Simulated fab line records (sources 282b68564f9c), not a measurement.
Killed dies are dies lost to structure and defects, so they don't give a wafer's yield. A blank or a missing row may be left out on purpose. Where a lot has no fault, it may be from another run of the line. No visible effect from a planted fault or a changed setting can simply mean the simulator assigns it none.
fab line records + flow rit_cmos
record:
- lots: 5
- wafers: 15
- last_day: 7
route steps=202 shown ACTIVE@1 FOX1@20 FOX2@23 M1@202
lots that met no fault: from a run of the same line without faults
start_h: start of the lot's first displayed wafer, in hours after the record's first day + wait_h: hours elapsed since this lot's preceding step + " unchanged from the row above + L1.1+2: a single row standing in for several wafers + - either no value or no given start + * or withheld: withheld + < > ~ a bound
route shown NAME@n: names a module that has steps shown in the file, with the first one's number in the route + usual: mean/standard deviation of fault-free wafers + same: alike in all rows + chamber/n: place in a boat + sites: per-site readings + _std_site: how widely they spread, as a standard deviation + _edge_site: outer sites' mean less inner sites' + radius_mm: how far each site lies from the wafer's centre + mask NAME#n: copy n + behind: the tool/chamber that last shaped the wafer + hold: why the lot went on hold/how many hours it stayed there/how the hold came to an end + device: the transistor (n, p or np) that didn't switch + end of line: the same wafers' tests at the end of the route + a step without rows: its recipe alone + killed: not the wafer's yield, but the dies lost to structure and defects at the first sort + map: the dies of a wafer, with x for killed, . for not killed, _ for no die there
set.NAME: the run value of the setting; set.NAME@STEP: its run value at that earlier step + model.NAME: the simulator's own value behind a step, which no gauge read
lots seen at some steps along the route; tables by step, rows by wafer
services: from which hour (start_h, from the record's first day; less than 0 if before it) a tool's chamber was out of use, for how many hours, and why
== steps ==
step: RIT_ACTIVE_BOW_MEAS_00
recipe:
- mode: bow
usual:
- INCOMING_BOW: 1/6.3
| lot.wafer | tool          | chamber | start_h | wait_h | INCOMING_BOW[um] |
|-----------|---------------|---------|---------|--------|------------------|
| L954.1    | film_metro-04 | -       | 30.00   | -      | -2               |
| L954.2    | "             | -       | "       | "      | 7                |
| L954.5    | "             | -       | "       | "      | -5               |
| L968.2    | film_metro-03 | -       | 100.02  | -      | 1                |
| L968.4    | "             | -       | "       | "      | 2                |
| L968.6    | "             | -       | "       | "      | -7               |
| L969.1    | film_metro-03 | -       | 105.00  | -      | 0                |
| L969.2    | "             | -       | "       | "      | 1                |
| L969.5    | "             | -       | "       | "      | 3                |
| L970.3    | film_metro-03 | -       | 110.04  | -      | -1               |
| L970.5    | "             | -       | "       | "      | 10               |
| L970.6    | "             | -       | "       | "      | -4               |
| L973.3    | film_metro-02 | -       | 125.04  | -      | -9               |
| L973.4    | "             | -       | "       | "      | 6                |
| L973.5    | "             | -       | "       | "      | 14               |
step: RIT_ACTIVE_OXIDATION_01
recipe:
- temp_c: 1000
- ambient: O2
- target_thk_a: 468
- ox_time_s: 3360
step: RIT_ACTIVE_THK_MEAS_02
recipe:
- reads: SiO2_of_ACTIVE_OXIDATION_01
usual:
- ACTIVE_OXIDE_THK: 47.1/0.88
| lot.wafer | tool          | chamber | start_h | wait_h | ACTIVE_OXIDE_THK[nm] |
|-----------|---------------|---------|---------|--------|----------------------|
| L954.1    | film_metro-02 | -       | 32.99   | 0.0    | 48.8                 |
| L954.2    | "             | -       | "       | "      | 47.8                 |
| L954.5    | "             | -       | "       | "      | 47.4                 |
| L968.2    | film_metro-03 | -       | 103.80  | 0.0    | 45.9                 |
| L968.4    | "             | -       | "       | "      | 46.2                 |
| L968.6    | "             | -       | "       | "      | 45.7                 |
| L969.1    | film_metro-04 | -       | 107.05  | 0.0    | 48.1                 |
| L969.2    | "             | -       | "       | "      | 47.5                 |
| L969.5    | "             | -       | "       | "      | 47.6                 |
| L970.3    | film_metro-02 | -       | 113.37  | 0.0    | 46.6                 |
| L970.5    | "             | -       | "       | "      | 46.6                 |
| L970.6    | "             | -       | "       | "      | 45.9                 |
| L973.3    | film_metro-02 | -       | 127.21  | 0.0    | 46.9                 |
| L973.4    | "             | -       | "       | "      | 47.2                 |
| L973.5    | "             | -       | "       | "      | 46.8                 |
step: RIT_ACTIVE_CVD_03
recipe:
- material: Si3N4
- target_thk_nm: 150
- temp_c: 810
- precursor: SiH2Cl2/NH3
- time_s: 1500
- pressure_mtorr: 300
- sih2cl2_flow_sccm: 60
- nh3_flow_sccm: 150
usual:
- nh3_flow_sccm: 150.0/0.4
| lot.wafer | tool     | chamber | start_h | wait_h | nh3_flow_sccm | model.Si3N4_of_ACTIVE_CVD_03.thk_nm |
|-----------|----------|---------|---------|--------|---------------|-------------------------------------|
| L954.1    | lpcvd-01 | 0       | 33.05   | 0.1    | 149.4         | 151.1                               |
| L954.2    | "        | 0       | "       | "      | 150.2         | 150                                 |
| L954.5    | "        | 0       | "       | "      | 149.6         | 149.9                               |
| L968.2    | lpcvd-02 | 0       | 103.85  | 0.0    | 150.8         | 199.4                               |
| L968.4    | "        | 0       | "       | "      | 150.0         | 200.3                               |
| L968.6    | "        | 0       | "       | "      | 150.1         | 201                                 |
| L969.1    | lpcvd-01 | 0       | 107.11  | 0.1    | 149.4         | 149.3                               |
| L969.2    | "        | 0       | "       | "      | 149.6         | 148.8                               |
| L969.5    | "        | 0       | "       | "      | 149.4         | 148.7                               |
| L970.3    | lpcvd-02 | 1       | 113.41  | 0.0    | 149.8         | 151                                 |
| L970.5    | "        | 1       | "       | "      | 149.2         | 150.5                               |
| L970.6    | "        | 1       | "       | "      | 149.3         | 151.2                               |
| L973.3    | lpcvd-01 | 0       | 127.25  | 0.0    | 149.7         | 149.5                               |
| L973.4    | "        | 0       | "       | "      | 149.8         | 148.5                               |
| L973.5    | "        | 0       | "       | "      | 149.9         | 149                                 |
step: RIT_ACTIVE_THK_MEAS_04
recipe:
- reads: Si3N4_of_ACTIVE_CVD_03
usual:
- ACTIVE_NITRIDE_THK: 149.9/1.4
| lot.wafer | tool          | chamber | start_h | wait_h | ACTIVE_NITRIDE_THK[nm] |
|-----------|---------------|---------|---------|--------|------------------------|
| L954.1    | film_metro-02 | -       | 34.47   | 0.0    | 151.3                  |
| L954.2    | "             | -       | "       | "      | 150.0                  |
| L954.5    | "             | -       | "       | "      | 150.0                  |
| L968.2    | film_metro-02 | -       | 105.28  | 0.0    | 199.5                  |
| L968.4    | "             | -       | "       | "      | 200.4                  |
| L968.6    | "             | -       | "       | "      | 200.9                  |
| L969.1    | film_metro-03 | -       | 109.24  | 0.0    | 149.3                  |
| L969.2    | "             | -       | "       | "      | 148.8                  |
| L969.5    | "             | -       | "       | "      | 148.7                  |
| L970.3    | film_metro-03 | -       | 114.84  | 0.0    | 151.2                  |
| L970.5    | "             | -       | "       | "      | 150.5                  |
| L970.6    | "             | -       | "       | "      | 151.2                  |
| L973.3    | film_metro-04 | -       | 128.69  | 0.0    | 149.5                  |
| L973.4    | "             | -       | "       | "      | 148.5                  |
| L973.5    | "             | -       | "       | "      | 149.1                  |
step: RIT_ACTIVE_HMDS_05
recipe:
- prime_time_s: 60
- prime_temp_c: 140
step: RIT_ACTIVE_COAT_06
recipe:
- resist: NOVOLAK
- spin_rpm: 3250
- resist_thk_nm: 1000
step: RIT_ACTIVE_SOFTBAKE_07
recipe:
- resist: NOVOLAK
- temp_c: 90
- time_s: 60
step: RIT_ACTIVE_EXPOSE_08
recipe:
- mask_id: M1
- na: 0.6
- source_shape: conventional
- sigma_outer: 0.6
- target_cd_nm: 1400
- dose_mj: 225
step: RIT_ACTIVE_PEB_09
recipe:
- resist: NOVOLAK
- temp_c: withheld
- time_s: withheld
step: RIT_ACTIVE_DEVELOP_10
recipe:
- resist: NOVOLAK
- develop_time_s: 50
- dev_temp_c: 23
step: RIT_ACTIVE_CD_MEAS_11
recipe:
- target_cd_nm: 1400
usual:
- cd_nm: 1400.2/2.4
| lot.wafer | tool      | chamber | start_h | wait_h | cd_nm  |
|-----------|-----------|---------|---------|--------|--------|
| L954.1    | cd_sem-01 | -       | 35.51   | -      | 1395.2 |
| L954.2    | "         | -       | "       | "      | 1397.0 |
| L954.5    | "         | -       | "       | "      | 1397.6 |
| L968.2    | cd_sem-01 | -       | 106.20  | -      | 1401.3 |
| L968.4    | "         | -       | "       | "      | 1399.8 |
| L968.6    | "         | -       | "       | "      | 1401.9 |
| L969.1    | cd_sem-02 | -       | 110.15  | -      | 1394.7 |
| L969.2    | "         | -       | "       | "      | 1396.1 |
| L969.5    | "         | -       | "       | "      | 1397.6 |
| L970.3    | cd_sem-02 | -       | 115.77  | -      | 1396.6 |
| L970.5    | "         | -       | "       | "      | 1397.9 |
| L970.6    | "         | -       | "       | "      | 1398.5 |
| L973.3    | cd_sem-01 | -       | 129.74  | -      | 1398.9 |
| L973.4    | "         | -       | "       | "      | 1399.6 |
| L973.5    | "         | -       | "       | "      | 1400.4 |
step: RIT_ACTIVE_HARDBAKE_12
recipe:
- resist: NOVOLAK
- temp_c: 140
- time_s: 60
step: RIT_ACTIVE_ETCH_13
recipe:
- stop_on: SiO2
- chemistry: SF6
- target: Si3N4
- time_s: 210
- over_etch_frac: 0.4
- SF6_flow_sccm: 200
- pressure_mtorr: 260
- rf_w: 125
- target_depth_a: 2100
usual:
- drypump_motor_current_A: 5.5/0.43
- oes_product_au: 0.825/0.011
- throttle_valve_pct: 7.45/0.12
| lot.wafer | tool        | chamber | start_h | wait_h | drypump_motor_current_A | oes_product_au | rf_hours_counter_h | throttle_valve_pct | model.etch.depth_nm | model.ACTIVE.feature_depth_nm |
|-----------|-------------|---------|---------|--------|-------------------------|----------------|--------------------|--------------------|---------------------|-------------------------------|
| L954.1    | rie_diel-02 | 1       | 35.78   | 0.1    | 5.5                     | 0.815          | 91                 | 7.37               | 151.1               | 152.6                         |
| L954.2    | "           | 0       | "       | "      | 5.0                     | 0.824          | 16                 | 7.34               | 150                 | 151.6                         |
| L954.5    | "           | 3       | "       | "      | 5.8                     | 0.829          | -                  | 7.57               | 149.9               | 149.9                         |
| L968.2    | rie_diel-01 | 0       | 106.45  | 0.1    | 5.8                     | 0.975          | 127                | 7.50               | 199.4               | 201                           |
| L968.4    | "           | 1       | "       | "      | 5.2                     | 0.963          | 74                 | 7.54               | 200.3               | 202.5                         |
| L968.6    | "           | 1       | "       | "      | 5.2                     | 0.967          | -                  | 7.55               | 201                 | 203.2                         |
| L969.1    | rie_diel-02 | 0       | 110.42  | 0.1    | 5.0                     | 0.815          | 17                 | 7.34               | 149.3               | 150.8                         |
| L969.2    | "           | 3       | "       | "      | 5.8                     | 0.826          | 75                 | 7.59               | 148.8               | 148.8                         |
| L969.5    | "           | 3       | "       | "      | 5.8                     | 0.823          | -                  | 7.56               | 148.7               | 148.7                         |
| L970.3    | rie_diel-04 | 3       | 116.07  | 0.1    | 5.6                     | 0.838          | -                  | 7.48               | 151                 | 151                           |
| L970.5    | "           | 0       | "       | "      | 4.9                     | 0.826          | -                  | 7.43               | 150.5               | 150.5                         |
| L970.6    | "           | 3       | "       | "      | 5.6                     | 0.843          | -                  | 7.47               | 151.2               | 151.2                         |
| L973.3    | rie_diel-04 | 0       | 129.97  | 0.1    | 5.0                     | 0.817          | 50                 | 7.43               | 149.5               | 149.5                         |
| L973.4    | "           | 1       | "       | "      | 5.4                     | 0.801          | 20                 | 7.43               | 148.5               | 151.3                         |
| L973.5    | "           | 0       | "       | "      | 4.9                     | 0.829          | -                  | 7.42               | 149                 | 149                           |
step: RIT_ACTIVE_STRIP_14
recipe:
- chemistry: O2
- time_s: 180
- resist: NOVOLAK
- platen_temp_c: withheld
- power_w: 500
- pressure_mtorr: 4000
- o2_flow_sccm: 4000
usual:
- drypump_motor_current_A: 5.6/0.35
- o2_flow_sccm: 4000/14
| lot.wafer | tool            | chamber | start_h | wait_h | drypump_motor_current_A | o2_flow_sccm | rf_hours_counter_h |
|-----------|-----------------|---------|---------|--------|-------------------------|--------------|--------------------|
| L954.1    | plasma_asher-02 | 1       | 35.91   | 0.1    | 6.0                     | 4023         | 40                 |
| L954.2    | "               | 0       | "       | "      | 5.0                     | 4005         | 40                 |
| L954.5    | "               | 0       | "       | "      | 5.0                     | 4011         | -                  |
| L968.2    | plasma_asher-03 | 0       | 106.58  | 0.1    | 5.7                     | 4004         | 46                 |
| L968.4    | "               | 0       | "       | "      | 5.7                     | 4008         | -                  |
| L968.6    | "               | 1       | "       | "      | 5.5                     | 3980         | -                  |
| L969.1    | plasma_asher-04 | 0       | 110.55  | 0.1    | 5.5                     | 4010         | 32                 |
| L969.2    | "               | 1       | "       | "      | 6.0                     | 4012         | 32                 |
| L969.5    | "               | 1       | "       | "      | 6.0                     | 3984         | -                  |
| L970.3    | plasma_asher-04 | 0       | 116.26  | 0.1    | 5.5                     | 4013         | -                  |
| L970.5    | "               | 1       | "       | "      | 6.0                     | 4008         | -                  |
| L970.6    | "               | 0       | "       | "      | 5.5                     | 3995         | -                  |
| L973.3    | plasma_asher-04 | 1       | 130.16  | 0.1    | 6.0                     | 3983         | -                  |
| L973.4    | "               | 0       | "       | "      | 5.5                     | 4001         | -                  |
| L973.5    | "               | 0       | "       | "      | 5.5                     | 3980         | -                  |
step: RIT_ACTIVE_CD_MEAS_90
recipe:
- target_cd_nm: 1400
usual:
- cd_nm: 1400.3/2.4
| lot.wafer | tool      | chamber | start_h | wait_h | cd_nm  |
|-----------|-----------|---------|---------|--------|--------|
| L954.1    | cd_sem-01 | -       | 36.08   | 0.1    | 1395.2 |
| L954.2    | "         | -       | "       | "      | 1396.6 |
| L954.5    | "         | -       | "       | "      | 1397.6 |
| L968.2    | cd_sem-01 | -       | 106.78  | 0.1    | 1401.2 |
| L968.4    | "         | -       | "       | "      | 1399.0 |
| L968.6    | "         | -       | "       | "      | 1401.7 |
| L969.1    | cd_sem-02 | -       | 110.73  | 0.1    | 1394.9 |
| L969.2    | "         | -       | "       | "      | 1396.5 |
| L969.5    | "         | -       | "       | "      | 1397.5 |
| L970.3    | cd_sem-02 | -       | 116.42  | 0.1    | 1396.5 |
| L970.5    | "         | -       | "       | "      | 1398.4 |
| L970.6    | "         | -       | "       | "      | 1397.7 |
| L973.3    | cd_sem-01 | -       | 130.32  | 0.1    | 1399.0 |
| L973.4    | "         | -       | "       | "      | 1399.6 |
| L973.5    | "         | -       | "       | "      | 1400.5 |
step: RIT_ACTIVE_CLEAN_15
recipe:
- chemistry: SC1
- mix: 3:3:50
- time_s: 600
- temp_c: 75
step: RIT_ACTIVE_CLEAN_16
recipe:
- chemistry: dHF
- dilution: 50:1
- time_s: 30
step: RIT_ACTIVE_CLEAN_17
recipe:
- chemistry: SC2
- mix: 3:3:50
- time_s: 600
- temp_c: 75
- dry: n2_spin
step: RIT_FOX1_OXIDATION_00
recipe:
- temp_c: 1100
- ambient: H2O
- target_thk_a: 3507
- p_h2o_torr: 720
- ox_time_s: 1130
step: RIT_FOX1_THK_MEAS_01
recipe:
- reads: SiO2_of_FOX1_OXIDATION_00
usual:
- FOX1_OXIDE_THK: 354/8.1
| lot.wafer | tool          | chamber | start_h | wait_h | FOX1_OXIDE_THK[nm] |
|-----------|---------------|---------|---------|--------|--------------------|
| L954.1    | film_metro-04 | -       | 38.52   | 0.0    | 359                |
| L954.2    | "             | -       | "       | "      | 359                |
| L954.5    | "             | -       | "       | "      | 360                |
| L968.2    | film_metro-04 | -       | 108.62  | 0.0    | 353                |
| L968.4    | "             | -       | "       | "      | 341                |
| L968.6    | "             | -       | "       | "      | 339                |
| L969.1    | film_metro-03 | -       | 113.23  | 0.0    | 355                |
| L969.2    | "             | -       | "       | "      | 351                |
| L969.5    | "             | -       | "       | "      | 358                |
| L970.3    | film_metro-01 | -       | 119.05  | 0.0    | 360                |
| L970.5    | "             | -       | "       | "      | 366                |
| L970.6    | "             | -       | "       | "      | 358                |
| L973.3    | film_metro-03 | -       | 133.54  | 0.0    | 340                |
| L973.4    | "             | -       | "       | "      | 350                |
| L973.5    | "             | -       | "       | "      | 347                |
step: RIT_FOX1_WET_ETCH_02
recipe:
- chemistry: BOE
- target_depth_nm: 350
- time_s: 390
- temp_c: 21.5
- dry: n2_spin
- dilution: 10:1
- target: SiO2
step: RIT_FOX2_OXIDATION_00
recipe:
- temp_c: 1100
- ambient: H2O
- target_thk_a: 3507
- p_h2o_torr: 720
- ox_time_s: 1130
step: RIT_FOX2_THK_MEAS_01
recipe:
- reads: SiO2_of_FOX2_OXIDATION_00
usual:
- FOX2_OXIDE_THK: 353/5.3
| lot.wafer | tool          | chamber | start_h | wait_h | FOX2_OXIDE_THK[nm] |
|-----------|---------------|---------|---------|--------|--------------------|
| L954.1    | film_metro-01 | -       | 40.14   | 0.0    | 357                |
| L954.2    | "             | -       | "       | "      | 359                |
| L954.5    | "             | -       | "       | "      | 351                |
| L968.2    | film_metro-01 | -       | 110.11  | 0.0    | 360                |
| L968.4    | "             | -       | "       | "      | 356                |
| L968.6    | "             | -       | "       | "      | 353                |
| L969.1    | film_metro-02 | -       | 114.72  | 0.0    | 353                |
| L969.2    | "             | -       | "       | "      | 349                |
| L969.5    | "             | -       | "       | "      | 352                |
| L970.3    | film_metro-03 | -       | 120.56  | 0.0    | 353                |
| L970.5    | "             | -       | "       | "      | 357                |
| L970.6    | "             | -       | "       | "      | 352                |
| L973.3    | film_metro-02 | -       | 135.05  | 0.0    | 360                |
| L973.4    | "             | -       | "       | "      | 352                |
| L973.5    | "             | -       | "       | "      | 355                |
step: RIT_FOX2_CLEAN_02
recipe:
- chemistry: dHF
- dilution: 50:1
- time_s: 180
| lot.wafer | tool         | chamber | start_h | wait_h | model.Si3N4_of_ACTIVE_CVD_03.thk_nm |
|-----------|--------------|---------|---------|--------|-------------------------------------|
| L954.1    | wet_bench-03 | 0       | 40.20   | 0.1    | 131.8                               |
| L954.2    | "            | 0       | "       | "      | 130.7                               |
| L954.5    | "            | 0       | "       | "      | 130.6                               |
| L968.2    | wet_bench-02 | 3       | 110.16  | 0.0    | 180.2                               |
| L968.4    | "            | 3       | "       | "      | 181                                 |
| L968.6    | "            | 3       | "       | "      | 181.7                               |
| L969.1    | wet_bench-03 | 2       | 114.78  | 0.1    | 130                                 |
| L969.2    | "            | 2       | "       | "      | 129.5                               |
| L969.5    | "            | 2       | "       | "      | 129.4                               |
| L970.3    | wet_bench-03 | 3       | 120.60  | 0.0    | 131.7                               |
| L970.5    | "            | 3       | "       | "      | 131.2                               |
| L970.6    | "            | 3       | "       | "      | 131.9                               |
| L973.3    | wet_bench-03 | 3       | 135.09  | 0.0    | 130.3                               |
| L973.4    | "            | 3       | "       | "      | 129.3                               |
| L973.5    | "            | 3       | "       | "      | 129.8                               |
step: RIT_FOX2_WET_ETCH_03
recipe:
- chemistry: H3PO4
- target: Si3N4
- target_depth_nm: 195
- temp_c: 165
- time_s: 2700
step: RIT_M1_PROBE_99
| lot.wafer | tool      | chamber | start_h | wait_h | model.etest.pldd.width_nm | model.etest.nldd.width_nm | model.etest.nplus_sal.width_nm | model.etest.pplus_sal.width_nm |
|-----------|-----------|---------|---------|--------|---------------------------|---------------------------|--------------------------------|--------------------------------|
| L954.1    | prober-01 | -       | 81.88   | 0.1    | 3141                      | 3143                      | 3415                           | 3424                           |
| L954.2    | prober-01 | -       | 81.93   | 0.1    | 3145                      | 3145                      | 3413                           | 3415                           |
| L954.5    | prober-01 | -       | 82.08   | 0.2    | 3179                      | 3169                      | 3449                           | 3452                           |
| L968.2    | prober-01 | -       | 149.11  | 0.1    | 3208                      | 3220                      | 3498                           | 3489                           |
| L968.4    | prober-01 | -       | 149.21  | 0.2    | 3240                      | 3241                      | 3485                           | 3484                           |
| L968.6    | prober-01 | -       | 149.31  | 0.2    | 3241                      | 3232                      | 3527                           | 3526                           |
| L969.1    | prober-02 | -       | 156.02  | 0.1    | 3158                      | 3154                      | 3449                           | 3439                           |
| L969.2    | prober-02 | -       | 156.07  | 0.1    | 3173                      | 3179                      | 3415                           | 3406                           |
| L969.5    | prober-02 | -       | 156.22  | 0.2    | 3165                      | 3154                      | 3402                           | 3395                           |
| L970.3    | prober-01 | -       | 162.26  | 0.2    | 3154                      | 3165                      | 3421                           | 3424                           |
| L970.5    | prober-01 | -       | 162.36  | 0.2    | 3145                      | 3142                      | 3416                           | 3430                           |
| L970.6    | prober-01 | -       | 162.41  | 0.2    | 3161                      | 3175                      | 3453                           | 3472                           |
| L973.3    | prober-02 | -       | 175.78  | 0.2    | 3162                      | 3169                      | 3466                           | 3474                           |
| L973.4    | prober-02 | -       | 175.83  | 0.2    | 3178                      | 3171                      | 3436                           | 3438                           |
| L973.5    | prober-02 | -       | 175.88  | 0.2    | 3174                      | 3158                      | 3450                           | 3472                           |
killed by level:class
L954.1 REOX:geometric_particle:short=2 REOX:geometric_particle:open=2
L954.2 FOX1:geometric_particle:short=2 GATE:geometric_particle:open=1 REOX:geometric_particle:open=1 SILICIDE:geometric_particle:open=1
L954.5 GATE:geometric_particle:open=5 GATE:geometric_particle:short=3 REOX:geometric_particle:short=2 SILICIDE:geometric_particle:open=1 SILICIDE:geometric_particle:short=1
L969.1 GATE:geometric_particle:short=1 GATE:geometric_particle:open=1 SPACER:geometric_particle:short=1 SILICIDE:geometric_particle:short=1
L969.2 SILICIDE:geometric_particle:open=2 FOX1:geometric_particle:open=1 GATE:geometric_particle:open=1 REOX:geometric_particle:open=1 REOX:geometric_particle:short=1 SPACER:geometric_particle:short=1
L969.5 FOX2:geometric_particle:open=1 SPACER:geometric_particle:open=1 SILICIDE:geometric_particle:short=1 CONTACT:geometric_particle:open=1 PRETRO:coat_microbubble_printed=1
L970.3 REOX:geometric_particle:open=2 FOX2:geometric_particle:short=1 SPACER:geometric_particle:short=1 SILICIDE:geometric_particle:short=1
L970.5 GATE:geometric_particle:short=1 REOX:geometric_particle:open=1 SPACER:geometric_particle:open=1 SILICIDE:geometric_particle:short=1 CONTACT:geometric_particle:short=1
L970.6 GATE:geometric_particle:short=2 GATE:geometric_particle:open=2 FOX1:geometric_particle:open=1 SPACER:geometric_particle:short=1 SPACER:geometric_particle:open=1
L973.3 GATE:geometric_particle:short=2 REOX:geometric_particle:open=2 SPACER:geometric_particle:short=2 FOX1:geometric_particle:short=1 FOX2:geometric_particle:short=1 FOX2:geometric_particle:open=1 REOX:geometric_particle:short=1 SPACER:geometric_particle:open=1
L973.4 FOX1:geometric_particle:short=1 GATE:geometric_particle:short=1 SPACER:geometric_particle:open=1
L973.5 FOX1:geometric_particle:short=1 FOX2:geometric_particle:open=1 GATE:geometric_particle:short=1 GATE:geometric_particle:open=1 REOX:geometric_particle:open=1 SPACER:geometric_particle:short=1 SPACER:geometric_particle:open=1
== services ==
| tool            | chamber | start_h | hours | kind       |
|-----------------|---------|---------|-------|------------|
| plasma_asher-03 | -       | 9.49    | 0.8   | repair     |
| wet_bench-03    | -       | 45.70   | 20.3  | repair     |
| lpcvd-02        | -       | 63.20   | 14.6  | pm         |
| rie_diel-04     | 3       | 66.91   | 12.5  | repair     |
| rie_diel-04     | 1       | 79.32   | 44.8  | repair     |
| rie_diel-04     | 2       | 97.60   | 22.4  | repair     |
| rie_diel-04     | -       | 98.91   | 14.5  | repair     |
| rie_diel-02     | 1       | 107.81  | 3.7   | repair     |
| plasma_asher-03 | -       | 107.97  | 28.1  | pm         |
| plasma_asher-02 | -       | 108.75  | 9.0   | pm         |
| plasma_asher-02 | 0       | 108.75  | 9.0   | vent_cycle |
| plasma_asher-02 | 1       | 108.75  | 9.0   | vent_cycle |
| rie_diel-01     | -       | 113.99  | 4.3   | pm         |
| plasma_asher-02 | 0       | 117.75  | -     | clean      |
| plasma_asher-02 | 1       | 117.75  | -     | clean      |
| rie_diel-01     | 3       | 118.36  | 18.3  | repair     |
| rie_diel-02     | 0       | 118.75  | 17.0  | repair     |
== key ==
first_sign:
- step: RIT_ACTIVE_THK_MEAS_04
- reading: ACTIVE_NITRIDE_THK
- direction: up
- sigmas: 35
- usual: 149.9
- struck: 200.2
effect:
- step: RIT_ACTIVE_ETCH_13
- reading: oes_product_au
- direction: up
- sigmas: 12
- usual: 0.825
- struck: 0.968
model_effect:
- step: RIT_ACTIVE_CVD_03
- value: Si3N4_of_ACTIVE_CVD_03.thk_nm
- without: 151.7
- struck: 200.2
model_effect:
- step: RIT_ACTIVE_ETCH_13
- value: etch.depth_nm
- without: 151.7
- struck: 200.2
model_effect:
- step: RIT_FOX2_CLEAN_02
- value: Si3N4_of_ACTIVE_CVD_03.thk_nm
- without: 132.5
- struck: 181
model_effect:
- step: RIT_M1_PROBE_99
- value: etest.pldd.width_nm
- without: 3185
- struck: 3229
met_at RIT_ACTIVE_CVD_03
struck_wafers L968.2,L968.4,L968.6
sort_left_out L968.2,L968.4,L968.6
tester_left_out L968
fault:
- kind: process_parameter_drift
- tool: lpcvd-02
- chamber: 0
- onset_h: 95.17
- steps: RIT_ACTIVE_CVD_03
- channel: target_thk_nm
- offset: 48.5
- shape: step
- end_h: 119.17
- acts_in: these_recipes_only
- stated: 150
tester_left_out: of these lots the tester's yield and bins aren't shown, on N5 and GAA mostly nor the transistor test; their killed dies are dies lost to structure and defects alone, not to doping, threshold or leakage, so they don't give the yield
sort_left_out: the simulated sort isn't trusted on such a fault, so these wafers' sort isn't shown, and their yield isn't known
